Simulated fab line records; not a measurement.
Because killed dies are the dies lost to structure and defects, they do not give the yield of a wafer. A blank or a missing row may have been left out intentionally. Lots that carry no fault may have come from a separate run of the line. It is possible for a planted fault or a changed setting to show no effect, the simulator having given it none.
What tool caused it? || flow berkeley_cmos170 || 13 lots with 39 wafers sampled at 5 steps, on a route of 331 steps

WHAT EACH GAUGE READ, for each wafer
UCB170_PSD_CD_MEAS_06: target cd 1200 nm. Usual: cd_nm at 1200.4 nm, with a standard deviation of 1.6.
{"lot": "L439", "measured": "day 7 16:50", "on": "cd_sem-01", "cd_nm (nm)": "1201.9 1200.4 1198.7", "flag": ""}
{"lot": "L438", "measured": "day 7 16:41", "on": "cd_sem-01", "cd_nm (nm)": "1202.0 1197.8 1200.4", "flag": ""}
{"lot": "L444", "measured": "day 8 22:09", "on": "cd_sem-01", "cd_nm (nm)": "1200.6 1200.4 1199.3", "flag": ""}
{"lot": "L441", "measured": "day 8 21:34", "on": "cd_sem-01", "cd_nm (nm)": "1201.0 1202.6 1201.3", "flag": ""}
{"lot": "L442", "measured": "day 8 21:24", "on": "cd_sem-01", "cd_nm (nm)": "1198.8 1198.5 1199.3", "flag": ""}
{"lot": "L443", "measured": "day 8 21:41", "on": "cd_sem-01", "cd_nm (nm)": "1198.5 1198.5 1197.0", "flag": ""}
{"lot": "L445", "measured": "day 8 21:56", "on": "cd_sem-01", "cd_nm (nm)": "1201.7 1200.3 1202.0", "flag": ""}
{"lot": "L440", "measured": "day 8 21:47", "on": "cd_sem-01", "cd_nm (nm)": "1201.1 1200.5 1200.2", "flag": ""}
{"lot": "L448", "measured": "day 10 00:34", "on": "cd_sem-01", "cd_nm (nm)": "1202.6 1202.2 1203.1", "flag": ""}
{"lot": "L449", "measured": "day 10 06:25", "on": "cd_sem-01", "cd_nm (nm)": "1198.6 1198.0 1198.6", "flag": ""}
{"lot": "L454", "measured": "day 10 23:18", "on": "cd_sem-01", "cd_nm (nm)": "1199.6 1199.8 1199.9", "flag": ""}
{"lot": "L455", "measured": "day 11 15:55", "on": "cd_sem-02", "cd_nm (nm)": "1199.8 1199.9 1200.3", "flag": ""}
{"lot": "L460", "measured": "day 12 13:38", "on": "cd_sem-02", "cd_nm (nm)": "1199.5 1200.7 1200.0", "flag": ""}

UCB170_V2_THK_MEAS_01. Usual: V2_TEOS_THK 1999 nm, standard deviation 29.
{"lot": "L439", "measured": "day 8 15:16", "on": "film_metro-03", "V2_TEOS_THK (nm)": "1954 2000 2034", "flag": ""}
{"lot": "L438", "measured": "day 8 15:08", "on": "film_metro-01", "V2_TEOS_THK (nm)": "1986 1953 2010", "flag": ""}
{"lot": "L444", "measured": "day 9 22:14", "on": "film_metro-03", "V2_TEOS_THK (nm)": "1985 2014 1983", "flag": ""}
{"lot": "L441", "measured": "day 9 20:32", "on": "film_metro-03", "V2_TEOS_THK (nm)": "1998 2019 2013", "flag": ""}
{"lot": "L442", "measured": "day 9 17:53", "on": "film_metro-04", "V2_TEOS_THK (nm)": "1966 1994 2015", "flag": ""}
{"lot": "L443", "measured": "day 9 19:35", "on": "film_metro-03", "V2_TEOS_THK (nm)": "1993 2010 2056", "flag": ""}
{"lot": "L445", "measured": "day 9 20:53", "on": "film_metro-03", "V2_TEOS_THK (nm)": "1984 2014 2017", "flag": ""}
{"lot": "L440", "measured": "day 9 21:07", "on": "film_metro-01", "V2_TEOS_THK (nm)": "2027 1989 2016", "flag": ""}
{"lot": "L448", "measured": "day 10 20:44", "on": "film_metro-01", "V2_TEOS_THK (nm)": "2005 1978 2000", "flag": ""}
{"lot": "L449", "measured": "day 11 05:14", "on": "film_metro-01", "V2_TEOS_THK (nm)": "1976 2045 2025", "flag": ""}
{"lot": "L454", "measured": "day 11 20:40", "on": "film_metro-01", "V2_TEOS_THK (nm)": "2797 1990 1996", "flag": "OFF"}
{"lot": "L455", "measured": "day 12 12:31", "on": "film_metro-04", "V2_TEOS_THK (nm)": "1930 1995 2022", "flag": ""}
{"lot": "L460", "measured": "day 13 11:34", "on": "film_metro-01", "V2_TEOS_THK (nm)": "1970 2060 2017", "flag": ""}

TOOL THAT RAN EACH LOT (tool first, then ch and the chambers of the sampled wafers, then the start)
{"lot": "L439", "UCB170_PLDD_STRIP_10": "plasma_asher-02 ch 0,1, day 7 07:02", "UCB170_M1_STRIP_13": "plasma_asher-01 ch 0,1, day 8 04:53", "UCB170_V2_CVD_00": "pecvd-03 ch 0,2, day 8 15:06"}
{"lot": "L438", "UCB170_PLDD_STRIP_10": "plasma_asher-04 ch 0,1, day 7 07:22", "UCB170_M1_STRIP_13": "plasma_asher-04 ch 0,1, day 8 04:33", "UCB170_V2_CVD_00": "pecvd-02 ch 0,1,2, day 8 14:59"}
{"lot": "L444", "UCB170_PLDD_STRIP_10": "plasma_asher-02 ch 0, day 8 10:57", "UCB170_M1_STRIP_13": "plasma_asher-03 ch 0,1, day 9 12:16", "UCB170_V2_CVD_00": "pecvd-01 ch 0,1, day 9 22:04"}
{"lot": "L441", "UCB170_PLDD_STRIP_10": "plasma_asher-01 ch 0,1, day 8 11:06", "UCB170_M1_STRIP_13": "plasma_asher-03 ch 0,1, day 9 11:17", "UCB170_V2_CVD_00": "pecvd-01 ch 1,2, day 9 20:21"}
{"lot": "L442", "UCB170_PLDD_STRIP_10": "plasma_asher-02 ch 0,1, day 8 11:19", "UCB170_M1_STRIP_13": "plasma_asher-01 ch 0,1, day 9 10:41", "UCB170_V2_CVD_00": "pecvd-03 ch 1,2, day 9 17:44"}
{"lot": "L443", "UCB170_PLDD_STRIP_10": "plasma_asher-01 ch 0,1, day 8 11:28", "UCB170_M1_STRIP_13": "plasma_asher-04 ch 0,1, day 9 10:59", "UCB170_V2_CVD_00": "pecvd-02 ch 0,1,2, day 9 19:25"}
{"lot": "L445", "UCB170_PLDD_STRIP_10": "plasma_asher-02 ch 0,1, day 8 11:40", "UCB170_M1_STRIP_13": "plasma_asher-01 ch 0, day 9 11:31", "UCB170_V2_CVD_00": "pecvd-03 ch 0,1,2, day 9 20:43"}
{"lot": "L440", "UCB170_PLDD_STRIP_10": "plasma_asher-04 ch 0,1, day 8 11:47", "UCB170_M1_STRIP_13": "plasma_asher-04 ch 0,1, day 9 11:47", "UCB170_V2_CVD_00": "pecvd-02 ch 0,1,2, day 9 20:57"}
{"lot": "L448", "UCB170_PLDD_STRIP_10": "plasma_asher-01 ch 0,1, day 9 12:10", "UCB170_M1_STRIP_13": "plasma_asher-04 ch 0,1, day 10 13:46", "UCB170_V2_CVD_00": "pecvd-02 ch 0,2, day 10 20:34"}
{"lot": "L449", "UCB170_PLDD_STRIP_10": "plasma_asher-04 ch 0,1, day 9 20:49", "UCB170_M1_STRIP_13": "plasma_asher-04 ch 0,1, day 10 17:23", "UCB170_V2_CVD_00": "pecvd-02 ch 0,2, day 11 05:00"}
{"lot": "L454", "UCB170_PLDD_STRIP_10": "plasma_asher-02 ch 0,1, day 10 12:25", "UCB170_M1_STRIP_13": "plasma_asher-03 ch 0,1, day 11 13:19", "UCB170_V2_CVD_00": "pecvd-02 ch 1,2, day 11 20:25"}
{"lot": "L455", "UCB170_PLDD_STRIP_10": "plasma_asher-01 ch 1, day 11 04:24", "UCB170_M1_STRIP_13": "plasma_asher-04 ch 0, day 12 04:38", "UCB170_V2_CVD_00": "pecvd-01 ch 0,1, day 12 12:21"}
{"lot": "L460", "UCB170_PLDD_STRIP_10": "plasma_asher-04 ch 0,1, day 12 05:23", "UCB170_M1_STRIP_13": "plasma_asher-04 ch 0,1, day 13 00:13", "UCB170_V2_CVD_00": "pecvd-01 ch 1,2, day 13 11:25"}
- UCB170_PLDD_STRIP_10: strips in O2.
- UCB170_M1_STRIP_13: strips in O2.
- UCB170_V2_CVD_00: deposits SiO2 from TEOS/O2, target thk 2000 nm, time 250 s.

WHAT THE TOOLS THEMSELVES READ (means of the sampled wafers that have a number; where no wafer has one, the mark that the record gives instead)
UCB170_PLDD_STRIP_10. Usual: drypump_motor_current_A 5.5 A, standard deviation 0.54; oes_product_au 0.735 a.u., standard deviation 0.0045; strip_time_to_endpoint_s 21.65 s, standard deviation 0.075.
{"lot": "L439", "tool": "plasma_asher-02", "drypump_motor_current_A (A)": 6.0, "oes_product_au (a.u.)": 0.734, "strip_time_to_endpoint_s (s)": 21.59, "flag": ""}
{"lot": "L438", "tool": "plasma_asher-04", "drypump_motor_current_A (A)": 5.4, "oes_product_au (a.u.)": 0.737, "strip_time_to_endpoint_s (s)": 21.73, "flag": ""}
{"lot": "L444", "tool": "plasma_asher-02", "drypump_motor_current_A (A)": 6.5, "oes_product_au (a.u.)": 0.730, "strip_time_to_endpoint_s (s)": 21.69, "flag": ""}
{"lot": "L441", "tool": "plasma_asher-01", "drypump_motor_current_A (A)": 5.2, "oes_product_au (a.u.)": 0.742, "strip_time_to_endpoint_s (s)": 21.65, "flag": ""}
{"lot": "L442", "tool": "plasma_asher-02", "drypump_motor_current_A (A)": 6.0, "oes_product_au (a.u.)": 0.731, "strip_time_to_endpoint_s (s)": 21.69, "flag": ""}
{"lot": "L443", "tool": "plasma_asher-01", "drypump_motor_current_A (A)": 5.2, "oes_product_au (a.u.)": 0.735, "strip_time_to_endpoint_s (s)": 21.69, "flag": ""}
{"lot": "L445", "tool": "plasma_asher-02", "drypump_motor_current_A (A)": 5.4, "oes_product_au (a.u.)": 0.735, "strip_time_to_endpoint_s (s)": 21.50, "flag": ""}
{"lot": "L440", "tool": "plasma_asher-04", "drypump_motor_current_A (A)": 5.4, "oes_product_au (a.u.)": 0.734, "strip_time_to_endpoint_s (s)": 21.74, "flag": ""}
{"lot": "L448", "tool": "plasma_asher-01", "drypump_motor_current_A (A)": 5.4, "oes_product_au (a.u.)": 0.736, "strip_time_to_endpoint_s (s)": 21.65, "flag": ""}
{"lot": "L449", "tool": "plasma_asher-04", "drypump_motor_current_A (A)": 5.4, "oes_product_au (a.u.)": 0.738, "strip_time_to_endpoint_s (s)": 21.70, "flag": ""}
{"lot": "L454", "tool": "plasma_asher-02", "drypump_motor_current_A (A)": 6.0, "oes_product_au (a.u.)": 0.736, "strip_time_to_endpoint_s (s)": 21.58, "flag": ""}
{"lot": "L455", "tool": "plasma_asher-01", "drypump_motor_current_A (A)": 5.1, "oes_product_au (a.u.)": 0.739, "strip_time_to_endpoint_s (s)": 21.57, "flag": ""}
{"lot": "L460", "tool": "plasma_asher-04", "drypump_motor_current_A (A)": 5.4, "oes_product_au (a.u.)": 0.732, "strip_time_to_endpoint_s (s)": 21.69, "flag": ""}

UCB170_M1_STRIP_13. Usual: drypump_motor_current_A 5.41 A, standard deviation 0.25; oes_product_au 0.720 a.u., standard deviation 0.0048.
{"lot": "L439", "tool": "plasma_asher-01", "drypump_motor_current_A (A)": 5.22, "oes_product_au (a.u.)": 0.720, "flag": ""}
{"lot": "L438", "tool": "plasma_asher-04", "drypump_motor_current_A (A)": 5.44, "oes_product_au (a.u.)": 0.722, "flag": ""}
{"lot": "L444", "tool": "plasma_asher-03", "drypump_motor_current_A (A)": 5.60, "oes_product_au (a.u.)": 0.721, "flag": ""}
{"lot": "L441", "tool": "plasma_asher-03", "drypump_motor_current_A (A)": 5.35, "oes_product_au (a.u.)": 0.720, "flag": ""}
{"lot": "L442", "tool": "plasma_asher-01", "drypump_motor_current_A (A)": 5.41, "oes_product_au (a.u.)": 0.718, "flag": ""}
{"lot": "L443", "tool": "plasma_asher-04", "drypump_motor_current_A (A)": 5.45, "oes_product_au (a.u.)": 0.720, "flag": ""}
{"lot": "L445", "tool": "plasma_asher-01", "drypump_motor_current_A (A)": 5.57, "oes_product_au (a.u.)": 0.723, "flag": ""}
{"lot": "L440", "tool": "plasma_asher-04", "drypump_motor_current_A (A)": 5.41, "oes_product_au (a.u.)": 0.716, "flag": ""}
{"lot": "L448", "tool": "plasma_asher-04", "drypump_motor_current_A (A)": 5.41, "oes_product_au (a.u.)": 0.713, "flag": ""}
{"lot": "L449", "tool": "plasma_asher-04", "drypump_motor_current_A (A)": 5.44, "oes_product_au (a.u.)": 0.720, "flag": ""}
{"lot": "L454", "tool": "plasma_asher-03", "drypump_motor_current_A (A)": 5.61, "oes_product_au (a.u.)": 0.724, "flag": ""}
{"lot": "L455", "tool": "plasma_asher-04", "drypump_motor_current_A (A)": 5.46, "oes_product_au (a.u.)": 0.723, "flag": ""}
{"lot": "L460", "tool": "plasma_asher-04", "drypump_motor_current_A (A)": 5.44, "oes_product_au (a.u.)": 0.718, "flag": ""}

UCB170_V2_CVD_00. Usual: heater_power_w 235 W, standard deviation 66; susceptor_temp_C 390.04 C, standard deviation 0.22.
{"lot": "L439", "tool": "pecvd-03", "heater_power_w (W)": 191, "susceptor_temp_C (C)": 390.04, "flag": ""}
{"lot": "L438", "tool": "pecvd-02", "heater_power_w (W)": 249, "susceptor_temp_C (C)": 390.03, "flag": ""}
{"lot": "L444", "tool": "pecvd-01", "heater_power_w (W)": 232, "susceptor_temp_C (C)": 389.87, "flag": ""}
{"lot": "L441", "tool": "pecvd-01", "heater_power_w (W)": 327, "susceptor_temp_C (C)": 390.07, "flag": ""}
{"lot": "L442", "tool": "pecvd-03", "heater_power_w (W)": 177, "susceptor_temp_C (C)": 390.02, "flag": ""}
{"lot": "L443", "tool": "pecvd-02", "heater_power_w (W)": 234, "susceptor_temp_C (C)": 390.00, "flag": ""}
{"lot": "L445", "tool": "pecvd-03", "heater_power_w (W)": 207, "susceptor_temp_C (C)": 389.96, "flag": ""}
{"lot": "L440", "tool": "pecvd-02", "heater_power_w (W)": 256, "susceptor_temp_C (C)": 390.11, "flag": ""}
{"lot": "L448", "tool": "pecvd-02", "heater_power_w (W)": 194, "susceptor_temp_C (C)": 390.00, "flag": ""}
{"lot": "L449", "tool": "pecvd-02", "heater_power_w (W)": 228, "susceptor_temp_C (C)": 389.96, "flag": ""}
{"lot": "L454", "tool": "pecvd-02", "heater_power_w (W)": 276, "susceptor_temp_C (C)": 390.12, "flag": ""}
{"lot": "L455", "tool": "pecvd-01", "heater_power_w (W)": 238, "susceptor_temp_C (C)": 390.35, "flag": ""}
{"lot": "L460", "tool": "pecvd-01", "heater_power_w (W)": 287, "susceptor_temp_C (C)": 389.99, "flag": ""}

THE ANSWER, worked out from the rows above alone
Rule: a lot is off if the mean of its wafers that have a number lies more than 3 standard deviations from the usual mean. A lot without any number at a reading at which 4 lots or more have one is off too. Where the step has rows for the other lots, those lots are counted as sound. The gauges are gone through in route order, then the tools' own readings, and for those a lot's mean is taken as printed above. At the first step where some lot is off, the reading lying furthest off is the one used; lots without a number count as furthest.
Off: at UCB170_V2_THK_MEAS_01 (V2_TEOS_THK), L454.
If a tool, at a process step before that reading, ran all the lots that are off and no sound lot after the first of them, it fits. Gauges at UCB170_V2_THK_MEAS_01: tried the same way as those tools. Can't be told from this: 3 tools fit, plasma_asher-02 at UCB170_PLDD_STRIP_10, plasma_asher-03 at UCB170_M1_STRIP_13, pecvd-02 at UCB170_V2_CVD_00.

WHAT THE SIMULATOR HAD PUT IN
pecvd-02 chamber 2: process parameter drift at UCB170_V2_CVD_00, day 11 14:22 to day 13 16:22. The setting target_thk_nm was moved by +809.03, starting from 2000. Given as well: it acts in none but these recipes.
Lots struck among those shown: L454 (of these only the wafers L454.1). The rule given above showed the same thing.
